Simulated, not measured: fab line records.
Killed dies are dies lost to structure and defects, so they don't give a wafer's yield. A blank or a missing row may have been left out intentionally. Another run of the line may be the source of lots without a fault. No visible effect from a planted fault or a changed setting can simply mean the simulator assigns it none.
8D (eight disciplines) problem report, filled in by code / flow rit_cmos / the parts of the form that need people (team, actions taken, sign-off) are left out

== 1. THE ISSUE ==
Mean SILICIDE_TI_RS at RIT_SILICIDE_RS_MEAS_02: 29.6 ohm/sq over 2 wafers in 2 lots; fault-free wafers: 47.8 ohm/sq, standard deviation 0.95. Relative to the usual mean, that is a shift of -19 standard deviations.
The step: measures by four-point-probe.
Earliest sighting: wafer L647.6 on film_metro-02 at day 6 00:16. The record has a number at this step for 42 wafers belonging to 14 lots. Rule for "out", or "out of limits": more than 4 standard deviations from the usual mean. The rest of the wafers with a number are treated as sound.

== 2. WHAT IT IS; WHAT IT IS NOT ==
question=which readings at this step | is=SILICIDE_TI_RS | is not=-
question=which lots | is=L647, L649 | is not=L633, L634, L635, L636, L637, L638, L639, L640, L641, L652, L654, L656
question=which wafers of those lots | is=L647.6, L649.5 | is not=L647.1, L647.5, L649.3, L649.6
question=read on which gauges | is=film_metro-02, film_metro-03 | is not=film_metro-01
question=when | is=from day 6 00:16 | is not=up to then (29 sound wafers); but 11 sound wafers of L649, L652, L654, L656 came after

== 3. WHAT RULES OUT EACH SUSPECT ==
Counting: any tool at a process step up to the reading remains a suspect provided it ran every lot that is out. Sound lots after the first of them don't rule it out here, since some wafers of a struck lot are sound.
- ruled out: the gauge at RIT_SILICIDE_RS_MEAS_02. The wafers that are out were read on 2 gauges (film_metro-02, film_metro-03).
- pvd_sputter-02 at RIT_SILICIDE_SPUTTER_01 (material Ti, target thk 30 nm, time 240 s): kept. Ran every lot that is out, first one L647 (day 6 00:07); last sound lot up to then L640 (day 4 14:07).
The count leaves pvd_sputter-02 at RIT_SILICIDE_SPUTTER_01.

== 4. THE CAUSE (what the simulator had put in) ==
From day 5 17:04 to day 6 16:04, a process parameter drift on pvd_sputter-02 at RIT_SILICIDE_SPUTTER_01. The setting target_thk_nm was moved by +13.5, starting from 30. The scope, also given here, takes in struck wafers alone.
After counting, this tool was the only one left.

== 5. THE EFFECT CHAIN, in route order ==
Each row: a reading whose mean over the struck wafers that have a number lies more than 3 standard deviations from the usual. Scope: only readings with a usual standard deviation given in the record; hours: median across lots of the time from each lot's start at the first step in this table that gives one to its start at this step; sigmas: change in usual standard deviations.
hours=0; step=RIT_SILICIDE_RS_MEAS_02; reading=SILICIDE_TI_RS; usual=47.8 ohm/sq; on struck wafers=29.6; change=-18.1; sigmas=-19
hours=0; step=RIT_SILICIDE_THK_MEAS_03; reading=SILICIDE_TI_THK; usual=30.0 nm; on struck wafers=43.9; change=+13.9; sigmas=+28

== 6. WHAT WOULD HAVE CAUGHT IT SOONER ==
Counted from the fault's start at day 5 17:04, it took 7 hours until the first out-of-limits reading at a measuring or inspecting step in this record, taken at day 6 00:16.
No tool reading at RIT_SILICIDE_SPUTTER_01 that has a usual standard deviation in the record was out on any struck wafer, so an alarm limit of 4 standard deviations on those readings would not have fired.
L649, from the lots that are out (2), started RIT_SILICIDE_SPUTTER_01 on pvd_sputter-02 later than day 6 00:16. Holding the tool at that time would have saved it.
